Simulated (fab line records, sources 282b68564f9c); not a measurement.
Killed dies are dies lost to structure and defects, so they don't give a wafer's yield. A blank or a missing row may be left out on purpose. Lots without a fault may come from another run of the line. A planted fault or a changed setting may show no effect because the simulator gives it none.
A struck lot beside a sound one | flow rit_cmos | 15 steps out of a route of 202
Sound: wafers L427.3, L427.4, L427.5. Struck: wafers L431.1, L431.3, L431.4. The cause comes at the end.
At each step with rows: each side's tool, then ch and its chambers, then its first start. Under that, the readings that differ: sound wafers | struck wafers | difference of the means | sigmas: that difference in standard deviations of wafers without a fault.
alike: readings whose means differ by less than 2 such deviations, and words and numbers that are the same on both sides. not compared: withheld readings, readings that some wafer has no value for, bounds like >300 that may hide the same value, and numbers for which the record gives no deviation and whose values overlap.
The two part at a step that has a row with sigmas, a row that says differs or no value, or rows on one side only. Numbers that don't overlap but have no deviation are shown without sigmas and don't part them. A reading that every wafer of one side lacks parts them only if that side has two wafers or more.

RIT_M1_RS_MEAS_01: measures by four-point-probe.
  sound on film_metro-01, day 5 15:19; struck on film_metro-01, day 6 09:54
  alike: M1_AL_RS
RIT_M1_THK_MEAS_02: measures by xrf.
  sound on film_metro-01, day 5 15:25; struck on film_metro-01, day 6 10:01
  alike: M1_AL_THK
then, 6 steps without rows for these wafers: RIT_M1_HMDS_03 (prime time 60 s); RIT_M1_COAT_04 (resist thk 1300 nm); RIT_M1_SOFTBAKE_05 (time 60 s); RIT_M1_EXPOSE_06 (exposes mask M12, target cd 2600 nm); RIT_M1_PEB_07; RIT_M1_DEVELOP_08 (develop time 68 s).
RIT_M1_CD_MEAS_09: target cd 2600 nm.
  sound on cd_sem-02, day 5 16:22; struck on cd_sem-01, day 6 10:58
  alike: cd_nm
RIT_M1_OVL_MEAS_10:
  sound on overlay-02, day 5 16:28; struck on overlay-01, day 6 11:05
  reading     | sound       | struck         | difference | sigmas
  M1_OVL (nm) | 1.6 0.2 2.4 | -3.9 -4.2 -3.1 | -5.1       | -3
then, 1 step without rows for these wafers: RIT_M1_HARDBAKE_11 (time 120 s).
RIT_M1_METAL_ETCH_12: etches Al in Cl2/BCl3, stops on SiO2, time 165 s, target depth 600 nm.
  sound on rie_metal-04 ch 0,1, day 5 16:47; struck on rie_metal-02 ch 0,1, day 6 11:22
  alike: bcl3_flow_sccm, drypump_motor_current_A, oes_product_au, throttle_valve_pct
  not compared: rf_hours_counter_h
RIT_M1_STRIP_13: strips in nmp, time 600 s.
  sound on wet_bench-04 ch 2, day 5 16:53; struck on wet_bench-03 ch 0, day 6 11:32
  no value came back on the struck wafers for bath_guard_temp_C (C), bath_heat_duty_pct (%); on the sound wafers bath_guard_temp_C (C) reads 80.2 80.2 80.5
  reading                                 | sound | struck            | difference | sigmas
  model.NOVOLAK_of_M1_COAT_04.thk_nm (nm) | 0 0 0 | 813.5 807.4 811.7 | +810.9     |
RIT_M1_STRIP_14: strips in O2, time 180 s.
  sound on plasma_asher-03 ch 0,1, day 5 17:08; struck on plasma_asher-04 ch 0,1, day 6 11:43
  alike: chamber_pressure_mTorr, drypump_motor_current_A
  not compared: rf_hours_counter_h
RIT_M1_PROBE_99:
  sound on prober-02, day 5 19:05; struck on prober-02, day 6 13:37
  reading                  | sound | struck      | difference | sigmas
  sort_bin_3_pad_short (%) | 0 0 0 | 0.4 0.4 0.8 | +0.5       | +2
  alike: defect_limited_yield, killed_at_contacts, killed_at_front_end, killed_dies, killed_open, killed_short, sort_bin_5_function, sort_bin_6_memory, sort_n_pass, sort_yield_pct

WHERE THEY PART
First at RIT_M1_OVL_MEAS_10; last, within this record, at RIT_M1_PROBE_99.

WHY: what the simulator had put in
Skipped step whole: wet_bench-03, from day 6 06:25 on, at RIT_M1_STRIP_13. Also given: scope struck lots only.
